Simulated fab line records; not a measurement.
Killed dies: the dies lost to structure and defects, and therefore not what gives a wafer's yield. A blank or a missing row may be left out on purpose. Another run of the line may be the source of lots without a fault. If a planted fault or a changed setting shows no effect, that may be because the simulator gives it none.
Which tool did it?	flow rit-cmos	14 lots with 42 wafers sampled at 2 steps, on a route of 202 steps

## WHAT THE GAUGES SHOWED, per wafer
RIT_CONTACT_THK_MEAS_01. Usual: CONTACT_TEOS_THK gives 400 nm (standard deviation 4.6).
lot	measured	on	CONTACT_TEOS_THK (nm)	flag
L210	day 3 01:51	film-metro-02	400 406 405	
L211	day 3 06:55	film-metro-03	402 409 404	
L212	day 3 13:22	film-metro-04	392 401 407	
L213	day 3 18:16	film-metro-04	404 404 407	
L214	day 4 00:02	film-metro-04	390 398 393	
L216	day 4 07:47	film-metro-03	396 405 404	
L217	day 4 14:15	film-metro-03	400 409 408	
L219	day 4 23:59	film-metro-02	277 279 281	OFF
L222	day 5 15:16	film-metro-03	278 282 282	OFF
L227	day 6 15:58	film-metro-03	395 402 400	
L229	day 7 07:22	film-metro-04	397 397 403	
L230	day 7 12:41	film-metro-02	396 401 401	
L232	day 7 17:49	film-metro-03	392 397 399	
L233	day 8 00:08	film-metro-04	400 399 406	

## EACH LOT AND THE TOOL THAT RAN IT (in order: tool; ch and the chambers of the sampled wafers; start)
lot	RIT_CONTACT_CVD_00
L210	pecvd-02 ch 0,2, day 3 01:47
L211	pecvd-04 ch 0,2, day 3 06:51
L212	pecvd-03 ch 1,2, day 3 13:19
L213	pecvd-02 ch 0,1,2, day 3 18:13
L214	pecvd-04 ch 0,2, day 3 23:58
L216	pecvd-02 ch 0,1,2, day 4 07:44
L217	pecvd-04 ch 0,1,2, day 4 14:10
L219	pecvd-02 ch 1,2, day 4 23:56
L222	pecvd-02 ch 0,1,2, day 5 15:12
L227	pecvd-03 ch 1,2, day 6 15:55
L229	pecvd-04 ch 0,1,2, day 7 07:19
L230	pecvd-03 ch 0,2, day 7 12:37
L232	pecvd-04 ch 0,1, day 7 17:46
L233	pecvd-03 ch 0,1,2, day 8 00:05
- RIT_CONTACT_CVD_00: deposits SiO2 from TEOS, target thk 400 nm, time 61 s.

## WHAT THE TOOLS THEMSELVES READ (means of the sampled wafers that have a number; where no wafer has one, the mark that the record gives instead)
RIT_CONTACT_CVD_00. Usual: 328 W for heater-power-w, sd 45.
lot	tool	heater-power-w (W)	flag
L210	pecvd-02	331	
L211	pecvd-04	360	
L212	pecvd-03	323	
L213	pecvd-02	323	
L214	pecvd-04	355	
L216	pecvd-02	330	
L217	pecvd-04	332	
L219	pecvd-02	315	
L222	pecvd-02	338	
L227	pecvd-03	314	
L229	pecvd-04	326	
L230	pecvd-03	326	
L232	pecvd-04	332	
L233	pecvd-03	334	

## THE ANSWER, worked out from the rows above alone
Rule: a lot is off if the mean of its wafers that have a number lies more than 3 standard deviations from the usual mean. A lot without any number at a reading at which 4 lots or more have one is off too. Where the step has rows for the other lots, those lots are counted as sound. Order of review: gauges by route order, followed by the tools' own readings, for which a lot's mean as printed above is used. At the first step where some lot is off, the reading lying furthest off is the one used; lots without a number count as furthest.
Off: at RIT_CONTACT_THK_MEAS_01 (CONTACT_TEOS_THK), L219, L222.
A tool fits if, at a process step before that reading, it ran every lot that is off, and no sound lot after the first of them. Gauges at RIT_CONTACT_THK_MEAS_01: tried the same way as those tools. One fits: RIT_CONTACT_CVD_00 on pecvd-02. A fault onset in the window from L216 (day 4 07:44, its last sound lot) to L219 (day 4 23:56, its first lot off) fits.

## WHAT WAS PUT IN BY THE SIMULATOR
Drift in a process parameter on pecvd-02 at RIT_CONTACT_CVD_00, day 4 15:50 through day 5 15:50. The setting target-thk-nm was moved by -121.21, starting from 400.
Shown lots that were struck: L219, L222. The rule above found the same.
